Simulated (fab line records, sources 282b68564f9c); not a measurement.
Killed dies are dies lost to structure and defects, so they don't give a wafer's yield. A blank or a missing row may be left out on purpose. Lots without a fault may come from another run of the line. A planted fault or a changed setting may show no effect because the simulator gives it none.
fab line records | flow rit_cmos
record lots=13 wafers=39 last_day=7
route steps=202 shown SILICIDE@162 M1@202
lots that met no fault: from a run of the same line without faults
start_h: hours from the record's first day to the start of the lot's first wafer shown | wait_h: hours since the lot's step before | " the same as in the row above | L1.1+2: a row that stands for several wafers | - no value, or no start given | * or withheld: withheld | < > ~ a bound
route shown NAME@n: a module of which the file shows steps, and the number in the route of the first | usual: mean/standard deviation of fault-free wafers | same: alike in all rows | chamber/n: place in a boat | sites: the reading at each site | _std_site: their standard deviation | _edge_site: outer sites' mean less inner sites' | radius_mm: how far each site lies from the wafer's centre | mask NAME#n: copy n | behind: the tool/chamber that last shaped the wafer | hold: why the lot was held/for how many hours/how that ended | device: the transistor (n, p or np) that didn't switch | end of line: the same wafers' tests at the end of the route | a step without rows: its recipe alone | killed: dies lost to structure and defects at the first sort, not the wafer's yield | map: a wafer's dies, x killed, . not, _ none there
set.NAME: the setting as run; set.NAME@STEP: as run at that earlier step | model.NAME: the simulator's own value behind a step, which no gauge read
steps of the route over a sample of lots; a table a step, a row a wafer
services: from which hour (start_h, from the record's first day; less than 0 if before it) a tool's chamber was out of use, for how many hours, and why
## steps
# step RIT_SILICIDE_SPUTTER_01
# recipe material=Ti target_thk_nm=30 power_w=350 chamber_pressure_pa=0.667 gas=Ar time_s=240 substrate_temp_c=25
# usual cathode_dc_power_W=350.00/0.068 chamber_pressure_pa=0.6670/0.0013 substrate_temp_c=24.99/0.11 throttle_valve_pct=30.0/1
# columns lot.wafer tool chamber start_h wait_h cathode_dc_power_W chamber_pressure_pa substrate_temp_c throttle_valve_pct
L321.1 pvd_sputter-04 - 61.15 0.0 350.01 0.6679 24.98 30.0
L321.3 " - " " 350.03 0.6668 25.08 31.7
L321.5 " - " " 350.02 0.6672 24.92 30.2
L322.1 pvd_sputter-04 - 64.48 0.0 349.96 0.6660 24.99 28.6
L322.2 " - " " 349.87 0.6691 25.11 29.3
L322.6 " - " " 350.03 0.6658 25.04 29.9
L323.2 pvd_sputter-03 - 70.08 0.0 350.00 0.6665 25.18 28.2
L323.5 " - " " 349.92 0.6667 25.02 30.9
L323.6 " - " " 349.94 0.6659 24.81 30.4
L324.1 pvd_sputter-04 - 74.65 0.0 350.00 0.6671 24.92 30.0
L324.4 " - " " 350.01 0.6663 24.75 31.7
L324.6 " - " " 349.91 0.6658 25.07 29.2
L325.1 pvd_sputter-03 - 82.21 0.0 349.93 0.6693 25.01 31.1
L325.2 " - " " 350.08 0.6665 24.92 28.4
L325.5 " - " " 350.05 0.6684 25.22 31.0
L328.2 pvd_sputter-04 - 97.13 0.0 349.95 0.6655 25.08 31.6
L328.5 " - " " 350.10 0.6657 24.87 29.9
L328.6 " - " " 350.02 0.6654 25.05 28.9
L329.4 pvd_sputter-04 - 102.00 0.0 350.01 0.6666 25.04 28.8
L329.5 " - " " 349.92 0.6662 24.87 29.3
L329.6 " - " " 350.11 0.6666 24.87 31.5
L330.1 pvd_sputter-03 - 109.12 0.0 350.05 0.6672 24.90 28.4
L330.2 " - " " 349.98 0.6678 25.01 30.5
L330.6 " - " " 349.93 0.6669 25.18 28.5
L331.3 pvd_sputter-04 - 118.87 0.0 350.11 0.6650 24.92 30.1
L331.4 " - " " 350.04 0.6657 24.98 28.9
L331.5 " - " " 350.02 0.6667 24.94 30.1
L335.1 pvd_sputter-01 - 141.32 0.0 350.03 0.6670 25.05 29.7
L335.2 " - " " 349.97 0.6686 25.08 30.8
L335.6 " - " " 350.09 0.6647 24.88 29.6
L337.1 pvd_sputter-04 - 148.15 0.0 350.00 0.6659 25.03 31.6
L337.4 " - " " 350.07 0.6675 25.09 29.1
L337.5 " - " " 350.02 0.6668 25.08 31.5
L339.1 pvd_sputter-04 - 155.83 0.0 349.89 0.6639 24.97 29.9
L339.3 " - " " 350.06 0.6671 24.98 31.7
L339.5 " - " " 350.05 0.6689 25.20 29.0
L342.3 pvd_sputter-03 - 166.49 0.0 349.90 0.6661 24.88 30.8
L342.4 " - " " 349.89 0.6659 24.91 28.7
L342.5 " - " " 349.96 0.6657 24.84 30.5
# step RIT_SILICIDE_RS_MEAS_02
# recipe thk_meas_gauge=four-point-probe reads=Ti_of_SILICIDE_SPUTTER_01
# usual SILICIDE_TI_RS=47.6/0.63
# columns lot.wafer tool chamber start_h wait_h hold SILICIDE_TI_RS[ohm/sq]
L321.1 film_metro-04 - 61.30 0.1 - 48.5
L321.3 " - " " - 48.3
L321.5 " - " " - 48.1
L322.1 film_metro-02 - 64.63 0.1 - 47.4
L322.2 " - " " - 47.3
L322.6 " - " " - 47.9
L323.2 film_metro-02 - 70.25 0.1 - 46.2
L323.5 " - " " - 46.3
L323.6 " - " " - 46.4
L324.1 film_metro-03 - 74.84 0.1 - 47.1
L324.4 " - " " - 47.3
L324.6 " - " " - 47.0
L325.1 film_metro-04 - 82.36 0.1 - 48.2
L325.2 " - " " - 47.8
L325.5 " - " " - 48.1
L328.2 film_metro-04 - 97.30 0.1 - 47.0
L328.5 " - " " - 47.1
L328.6 " - " " - 46.8
L329.4 film_metro-03 - 102.21 0.1 - 46.9
L329.5 " - " " - 47.4
L329.6 " - " " - 47.9
L330.1 film_metro-04 - 109.27 0.1 - 48.2
L330.2 " - " " - 48.0
L330.6 " - " " - 47.7
L331.3 film_metro-04 - 119.06 0.1 - 47.9
L331.4 " - " " - 47.5
L331.5 " - " " - 48.0
L335.1 film_metro-03 - 141.47 0.1 - 47.4
L335.2 " - " " - 47.9
L335.6 " - " " - 48.0
L337.1 film_metro-03 - 148.30 0.1 - 47.0
L337.4 " - " " - 46.8
L337.5 " - " " - 47.3
L339.1 film_metro-02 - 155.98 0.1 await_dispo/0.2h/release 47.5
L339.3 " - " " await_dispo/0.2h/release 47.5
L339.5 " - " " await_dispo/0.2h/release 37.4
L339.1 film_metro-02 - 156.27 0.3 - 48.0
L339.3 " - " " - 47.9
L339.5 " - " " - 37.6
L342.3 film_metro-03 - 166.68 0.1 - 47.4
L342.4 " - " " - 47.5
L342.5 " - " " - 47.7
# step RIT_SILICIDE_THK_MEAS_03
# recipe thk_meas_gauge=xrf reads=Ti_of_SILICIDE_SPUTTER_01
# usual SILICIDE_TI_THK=30.2/0.36
# columns lot.wafer tool chamber start_h wait_h hold SILICIDE_TI_THK[nm]
L321.1 film_metro-04 - 61.42 0.1 - 30.1
L321.3 " - " " - 29.9
L321.5 " - " " - 30.1
L322.1 film_metro-02 - 64.75 0.1 - 29.9
L322.2 " - " " - 30.2
L322.6 " - " " - 29.9
L323.2 film_metro-02 - 70.36 0.1 - 30.8
L323.5 " - " " - 30.7
L323.6 " - " " - 30.6
L324.1 film_metro-03 - 74.96 0.1 - 30.3
L324.4 " - " " - 30.0
L324.6 " - " " - 30.3
L325.1 film_metro-04 - 82.48 0.1 - 30.1
L325.2 " - " " - 30.3
L325.5 " - " " - 30.2
L328.2 film_metro-04 - 97.41 0.1 - 30.7
L328.5 " - " " - 30.5
L328.6 " - " " - 30.9
L329.4 film_metro-03 - 102.30 0.1 - 30.0
L329.5 " - " " - 30.0
L329.6 " - " " - 29.7
L330.1 film_metro-04 - 109.39 0.1 - 30.3
L330.2 " - " " - 30.3
L330.6 " - " " - 30.2
L331.3 film_metro-04 - 119.16 0.1 - 30.3
L331.4 " - " " - 30.5
L331.5 " - " " - 30.3
L335.1 film_metro-03 - 141.59 0.1 - 29.9
L335.2 " - " " - 29.7
L335.6 " - " " - 29.7
L337.1 film_metro-03 - 148.42 0.1 - 30.2
L337.4 " - " " - 30.6
L337.5 " - " " - 30.3
L339.1 film_metro-02 - 158.99 2.7 await_dispo/0.2h/release 30.1
L339.3 " - " " await_dispo/0.2h/release 30.3
L339.5 " - " " await_dispo/0.2h/release 36.6
L339.1 film_metro-02 - 159.26 0.3 - 30.1
L339.3 " - " " - 30.2
L339.5 " - " " - 36.6
L342.3 film_metro-03 - 166.78 0.1 - 30.1
L342.4 " - " " - 30.2
L342.5 " - " " - 30.1
# step RIT_M1_PROBE_99
# usual killed_at_M0_to_M3=0.0/0.12 killed_at_contacts=0.1/0.24 killed_at_front_end=6.6/2.7 killed_dies=6.6/2.7 killed_open=3.3/1.8 killed_short=3.4/1.9
# same gross_dies=264 killed_at_M4_up=0 killed_at_back_side=0 killed_at_other=0
# columns lot.wafer tool chamber start_h wait_h killed_at_M0_to_M3 killed_at_contacts killed_at_front_end killed_dies killed_open killed_short
L328.2 prober-02 - 106.08 0.1 0 0 5 5 2 3
L328.5 prober-02 - 106.23 0.2 0 0 1 1 1 0
L328.6 prober-02 - 106.28 0.2 0 0 3 3 2 1
L339.1 prober-01 - 171.03 0.1 0 0 7 7 4 3
L339.3 prober-01 - 171.13 0.2 0 0 5 5 2 3
L339.5 prober-01 - 171.23 0.2 0 0 6 6 3 3
# killed by level:class
L328.2 FOX1:geometric_particle:short=2 FOX1:geometric_particle:open=2 REOX:geometric_particle:short=1
L328.5 FOX1:geometric_particle:open=1
L328.6 FOX2:geometric_particle:open=1 GATE:geometric_particle:open=1 GATE:geometric_particle:short=1
L339.1 FOX1:geometric_particle:open=2 FOX1:geometric_particle:short=1 GATE:geometric_particle:short=1 GATE:geometric_particle:open=1 REOX:geometric_particle:open=1 SPACER:geometric_particle:short=1
L339.3 FOX1:geometric_particle:short=1 GATE:geometric_particle:short=1 REOX:geometric_particle:open=1 SPACER:geometric_particle:short=1 SILICIDE:geometric_particle:open=1
L339.5 GATE:geometric_particle:short=3 GATE:geometric_particle:open=2 SILICIDE:geometric_particle:open=1
## services
# columns tool chamber start_h hours kind
pvd_sputter-01 - 41.94 0.6 repair
pvd_sputter-04 - 57.42 1.2 repair
pvd_sputter-01 - 57.82 8.3 repair
pvd_sputter-01 - 96.90 34.4 repair
pvd_sputter-03 - 100.29 3.2 repair
pvd_sputter-04 - 102.50 2.4 repair
pvd_sputter-03 - 116.03 5.1 repair
pvd_sputter-04 - 137.43 4.4 repair
## key
first_sign step=RIT_SILICIDE_RS_MEAS_02 reading=visit direction=added
effect step=RIT_SILICIDE_RS_MEAS_02 reading=SILICIDE_TI_RS direction=down sigmas=16 usual=47.6 struck=37.4
effect step=RIT_SILICIDE_THK_MEAS_03 reading=visit direction=added
effect step=RIT_SILICIDE_THK_MEAS_03 reading=SILICIDE_TI_THK direction=up sigmas=18 usual=30.2 struck=36.6
met_at RIT_SILICIDE_SPUTTER_01
struck_lots L339
struck_wafers L339.5
tester_left_out L339
onset_between 148.15 155.83
fault kind=process_parameter_drift tool=pvd_sputter-04 chamber=- onset_h=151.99 steps=RIT_SILICIDE_SPUTTER_01 channel=time_s offset=* shape=step end_h=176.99 stated=* scope=struck_wafers_only
# tester_left_out: of these lots the tester's yield and bins aren't shown, on N5 and GAA mostly nor the transistor test; their killed dies are dies lost to structure and defects alone, not to doping, threshold or leakage, so they don't give the yield
